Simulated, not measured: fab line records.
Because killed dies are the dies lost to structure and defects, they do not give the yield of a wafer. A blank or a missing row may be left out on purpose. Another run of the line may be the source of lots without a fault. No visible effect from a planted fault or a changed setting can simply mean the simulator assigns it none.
fab line records	flow ritCmos
record lots=14	wafers=42	lastDay=7
route steps=202 shown ACTIVE@3 GATE@85 PSD@157
lots that met no fault: taken from a fault-free run of the same line
startH: start of the lot's first displayed wafer, in hours after the record's first day	waitH: hours since the lot's step before	" same as the row above	L1.1+2: a row that stands for several wafers	- value missing, or start not given	* or withheld: withheld	< > ~ a bound
route shown NAME@n: NAME is a module with steps in the file, n the number in the route of the first one	usual: the fault-free wafers' mean and standard deviation	same: alike in all rows	chamber/n: place in a boat	sites: the reading at each site	_std_site: standard deviation of those values	_edge_site: the outer-site mean with the inner-site mean subtracted	radiusMm: for every site, how far away it sits from the centre of the wafer	mask NAME#n: copy n	behind: tool/chamber where the wafer was last shaped	hold: why the lot was held/for how many hours/how that ended	device: transistor that didn't switch, given as n, p or np	end of line: the route-end tests of the same wafers	for a step that has no rows: nothing shown but its recipe	killed: not the wafer's yield, but the dies lost to structure and defects at the first sort	map: a wafer's dies, marking killed ones x, the rest . and places with no die _
set.NAME: setting as actually run; set.NAME@STEP: the setting as run at that earlier step	model.NAME: the simulator's own value behind a step, which no gauge read
one table for each step of the route and one row for each wafer, over a sample of lots
services: the hour from which a tool's chamber was out of use, counted from the record's first day as startH (under 0 if before that day), plus the number of hours and why
## steps
# step RIT_ACTIVE_THK_MEAS_02
# recipe reads=SiO2_of_ACTIVE_OXIDATION_01
# usual ACTIVE_OXIDE_THK=47.3/0.93
lot.wafer	tool	chamber	startH	waitH	ACTIVE_OXIDE_THK[nm]
L830.1	filmMetro-03	-	12.05	0.0	47.8
L830.2	"	-	"	"	46.6
L830.5	"	-	"	"	47.0
L831.2	filmMetro-02	-	17.06	0.0	47.7
L831.5	"	-	"	"	47.6
L831.6	"	-	"	"	48.3
L832.1	filmMetro-03	-	22.05	0.0	47.4
L832.4	"	-	"	"	45.3
L832.5	"	-	"	"	46.5
L833.1	filmMetro-03	-	27.05	0.0	49.2
L833.5	"	-	"	"	49.2
L833.6	"	-	"	"	48.5
L834.2	filmMetro-04	-	32.06	0.0	45.5
L834.5	"	-	"	"	45.8
L834.6	"	-	"	"	45.6
L837.1	filmMetro-02	-	49.04	0.0	47.1
L837.2	"	-	"	"	46.8
L837.5	"	-	"	"	47.4
L838.2	filmMetro-02	-	52.06	0.0	47.6
L838.5	"	-	"	"	47.7
L838.6	"	-	"	"	47.6
L840.1	filmMetro-02	-	62.05	0.0	47.9
L840.4	"	-	"	"	47.1
L840.6	"	-	"	"	47.1
L841.1	filmMetro-04	-	67.05	0.0	49.0
L841.4	"	-	"	"	48.1
L841.6	"	-	"	"	47.9
L842.1	filmMetro-04	-	73.09	0.0	46.6
L842.2	"	-	"	"	48.1
L842.4	"	-	"	"	47.4
L843.2	filmMetro-03	-	77.32	0.0	46.8
L843.3	"	-	"	"	46.9
L843.5	"	-	"	"	46.3
L844.2	filmMetro-04	-	82.06	0.0	48.6
L844.3	"	-	"	"	48.4
L844.4	"	-	"	"	48.3
L846.1	filmMetro-03	-	92.18	0.0	48.4
L846.2	"	-	"	"	47.7
L846.5	"	-	"	"	48.0
L853.1	filmMetro-02	-	127.05	0.0	46.7
L853.5	"	-	"	"	46.4
L853.6	"	-	"	"	47.2
# step RIT_GATE_THK_MEAS_09
# recipe reads=poly-Si_of_GATE_CVD_08
# usual GATE_POLY_THK=249.4/2.6
lot.wafer	tool	chamber	startH	waitH	GATE_POLY_THK[nm]
L830.1	filmMetro-02	-	35.32	0.0	253.4
L830.2	"	-	"	"	252.4
L830.5	"	-	"	"	253.3
L831.2	filmMetro-01	-	41.62	0.0	254.7
L831.5	"	-	"	"	251.1
L831.6	"	-	"	"	251.8
L832.1	filmMetro-01	-	50.13	0.0	245.1
L832.4	"	-	"	"	242.2
L832.5	"	-	"	"	247.6
L833.1	filmMetro-01	-	52.13	0.0	248.1
L833.5	"	-	"	"	248.6
L833.6	"	-	"	"	249.0
L834.2	filmMetro-04	-	56.13	0.0	252.0
L834.5	"	-	"	"	252.4
L834.6	"	-	"	"	252.6
L837.1	filmMetro-01	-	75.02	0.0	248.6
L837.2	"	-	"	"	248.6
L837.5	"	-	"	"	248.7
L838.2	filmMetro-04	-	77.36	0.0	253.4
L838.5	"	-	"	"	255.5
L838.6	"	-	"	"	254.6
L840.1	filmMetro-01	-	86.56	0.0	246.7
L840.4	"	-	"	"	249.3
L840.6	"	-	"	"	246.7
L841.1	filmMetro-01	-	91.92	0.0	248.0
L841.4	"	-	"	"	248.4
L841.6	"	-	"	"	246.2
L842.1	filmMetro-04	-	96.97	0.0	249.8
L842.2	"	-	"	"	250.2
L842.4	"	-	"	"	251.1
L843.2	filmMetro-01	-	105.88	0.0	251.5
L843.3	"	-	"	"	249.0
L843.5	"	-	"	"	248.8
L844.2	filmMetro-04	-	107.99	0.0	246.4
L844.3	"	-	"	"	246.1
L844.4	"	-	"	"	247.1
L846.1	filmMetro-01	-	120.50	0.0	246.4
L846.2	"	-	"	"	247.3
L846.5	"	-	"	"	246.0
L853.1	filmMetro-01	-	151.14	0.0	248.8
L853.5	"	-	"	"	250.1
L853.6	"	-	"	"	248.9
# step RIT_GATE_ETCH_19
# recipe chemistry=SF6/CHF3/O2	timeS=165	SF6_flow_sccm=30	CHF3_flow_sccm=30	O2_flow_sccm=5	target=poly-Si	pressureMtorr=40	rfW=160	targetDepthA=3125	overEtchFrac=0.25	stopOn=SiO2
# usual drypumpMotorCurrentA=5.6/0.38	oesProductAu=0.843/0.013	overEtchFrac=0.25/0	throttleValvePct=10.26/0.11
lot.wafer	tool	chamber	startH	waitH	drypumpMotorCurrentA	oesProductAu	overEtchFrac	rfHoursCounterH	throttleValvePct
L830.1	rieSi-02	2	36.54	0.1	5.8	0.843	0.25	1	10.40
L830.2	"	0	"	"	5.8	0.858	0.25	83	10.23
L830.5	"	0	"	"	5.8	0.858	0.25	-	10.22
L831.2	rieSi-01	3	43.02	0.1	5.7	0.859	0.25	64	10.31
L831.5	"	0	"	"	4.9	0.855	0.25	-	10.24
L831.6	"	1	"	"	5.5	0.834	0.25	-	10.35
L832.1	rieSi-02	2	51.35	0.1	5.7	0.830	0.25	2	10.42
L832.4	"	0	"	"	5.8	0.830	0.25	-	10.22
L832.5	"	2	"	"	5.7	0.828	0.25	-	10.42
L833.1	rieSi-01	2	53.48	0.1	6.0	0.854	0.25	22	10.06
L833.5	"	2	"	"	6.1	0.859	0.25	-	10.06
L833.6	"	3	"	"	5.6	0.848	0.25	-	10.31
L834.2	rieSi-02	2	57.49	0.1	5.8	0.846	0.25	2	10.41
L834.5	"	2	"	"	5.7	0.846	0.25	-	10.42
L834.6	"	3	"	"	5.2	0.834	0.25	-	10.25
L837.1	rieSi-01	2	76.36	0.1	6.0	0.868	0.25	23	10.06
L837.2	"	0	"	"	4.9	0.862	0.25	68	10.26
L837.5	"	1	"	"	5.5	0.832	0.25	-	10.36
L838.2	rieSi-02	3	78.56	0.1	5.2	0.845	0.25	41	10.27
L838.5	"	3	"	"	5.2	0.846	0.25	-	10.27
L838.6	"	2	"	"	5.7	0.853	0.25	-	10.41
L840.1	rieSi-02	1	87.83	0.1	6.2	0.829	0.25	48	10.09
L840.4	"	2	"	"	5.7	0.840	0.25	2	10.42
L840.6	"	0	"	"	5.8	0.850	0.25	-	10.21
L841.1	rieSi-01	3	93.31	0.1	5.6	0.841	0.25	65	10.30
L841.4	"	1	"	"	5.5	0.826	0.25	121	10.36
L841.6	"	1	"	"	5.5	0.814	0.25	-	10.35
L842.1	rieSi-02	3	98.34	0.1	5.2	0.844	0.25	41	10.26
L842.2	"	2	"	"	5.7	0.841	0.25	2	10.44
L842.4	"	1	"	"	6.2	0.836	0.25	48	10.06
L843.2	rieSi-01	0	107.11	0.1	4.9	0.859	0.25	69	10.26
L843.3	"	3	"	"	5.7	0.852	0.25	65	10.31
L843.5	"	0	"	"	4.9	0.847	0.25	-	10.25
L844.2	rieSi-02	0	109.32	0.1	5.8	0.955	0.05	83	10.23
L844.3	"	3	"	"	5.2	0.934	0.05	42	10.25
L844.4	"	2	"	"	5.7	0.934	0.05	2	10.41
L846.1	rieSi-02	1	121.71	0.1	6.2	0.929	0.05	48	10.07
L846.2	"	2	"	"	5.7	0.945	0.05	2	10.43
L846.5	"	3	"	"	5.2	0.918	0.05	-	10.28
L853.1	rieSi-01	2	152.51	0.1	6.1	0.861	0.25	23	10.07
L853.5	"	2	"	"	6.1	0.866	0.25	-	10.07
L853.6	"	1	"	"	5.5	0.838	0.25	-	10.36
# step RIT_SDANNEAL_RS_MEAS_04
# recipe thkMeasGauge=four-point-probe
# usual PSD_RS=115.08/0.29
lot.wafer	tool	chamber	startH	waitH	PSD_RS[ohm/sq]
L830.1	filmMetro-04	-	49.71	0.0	114.93
L830.2	"	-	"	"	114.93
L830.5	"	-	"	"	115.40
L831.2	filmMetro-03	-	55.88	0.1	115.13
L831.5	"	-	"	"	115.05
L831.6	"	-	"	"	115.07
L832.1	filmMetro-03	-	63.79	0.0	114.91
L832.4	"	-	"	"	115.26
L832.5	"	-	"	"	114.92
L833.1	filmMetro-04	-	66.08	0.0	115.07
L833.5	"	-	"	"	115.07
L833.6	"	-	"	"	115.15
L834.2	filmMetro-04	-	70.30	0.1	115.13
L834.5	"	-	"	"	115.49
L834.6	"	-	"	"	115.04
L837.1	filmMetro-04	-	90.22	0.0	115.28
L837.2	"	-	"	"	115.27
L837.5	"	-	"	"	115.26
L838.2	filmMetro-04	-	91.62	0.1	115.45
L838.5	"	-	"	"	115.35
L838.6	"	-	"	"	115.17
L840.1	filmMetro-04	-	100.38	0.0	114.78
L840.4	"	-	"	"	114.83
L840.6	"	-	"	"	114.89
L841.1	filmMetro-03	-	106.31	0.0	115.41
L841.4	"	-	"	"	115.38
L841.6	"	-	"	"	115.54
L842.1	filmMetro-04	-	113.99	0.0	115.01
L842.2	"	-	"	"	114.73
L842.4	"	-	"	"	115.07
L843.2	filmMetro-02	-	120.49	0.1	114.73
L843.3	"	-	"	"	115.12
L843.5	"	-	"	"	114.79
L844.2	filmMetro-03	-	122.67	0.1	115.43
L844.3	"	-	"	"	115.33
L844.4	"	-	"	"	115.56
L846.1	filmMetro-03	-	135.32	0.0	115.31
L846.2	"	-	"	"	115.58
L853.1	filmMetro-04	-	166.56	0.0	115.06
L853.5	"	-	"	"	115.17
L853.6	"	-	"	"	115.22
## services
tool	chamber	startH	hours	kind
rieSi-02	1	26.75	43.1	repair
rieSi-02	2	28.32	7.6	repair
rieSi-02	0	80.78	2.1	repair
rieSi-01	2	81.52	6.8	repair
rieSi-01	0	110.61	3.7	repair
rieSi-01	-	145.90	2.8	pm
## key
firstSign step=RIT_GATE_ETCH_19	reading=overEtchFrac	direction=down	sigmas=99+	usual=0.25	struck=0.05
effect step=RIT_GATE_ETCH_19	reading=oesProductAu	direction=up	sigmas=7	usual=0.843	struck=0.936
metAt RIT_GATE_ETCH_19
struckLots L844,L846
laterRowsLeftOut L846.5
sortLeftOut L844.2,L844.3,L844.4,L846.1,L846.2,L846.5
testerLeftOut L844,L846
notActingAt RIT_ACTIVE_THK_MEAS_02,RIT_GATE_THK_MEAS_09,RIT_SDANNEAL_RS_MEAS_04
onsetBetween 98.34 109.32
fault kind=processParameterDrift	tool=rieSi-02	chamber=-	onsetH=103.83	steps=RIT_GATE_ETCH_19	channel=overEtchFrac	offset=-0.2	shape=step	endH=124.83	stated=0.25
# testerLeftOut: of these lots the tester's yield and bins aren't shown, on N5 and GAA mostly nor the transistor test; their killed dies are dies lost to structure and defects alone, not to doping, threshold or leakage, so they don't give the yield
# sortLeftOut: the simulated sort isn't trusted on such a fault, so these wafers' sort isn't shown, and their yield isn't known
# laterRowsLeftOut: the simulator's readings of these wafers behind a module that went badly wrong aren't trusted and aren't shown, but for the sort
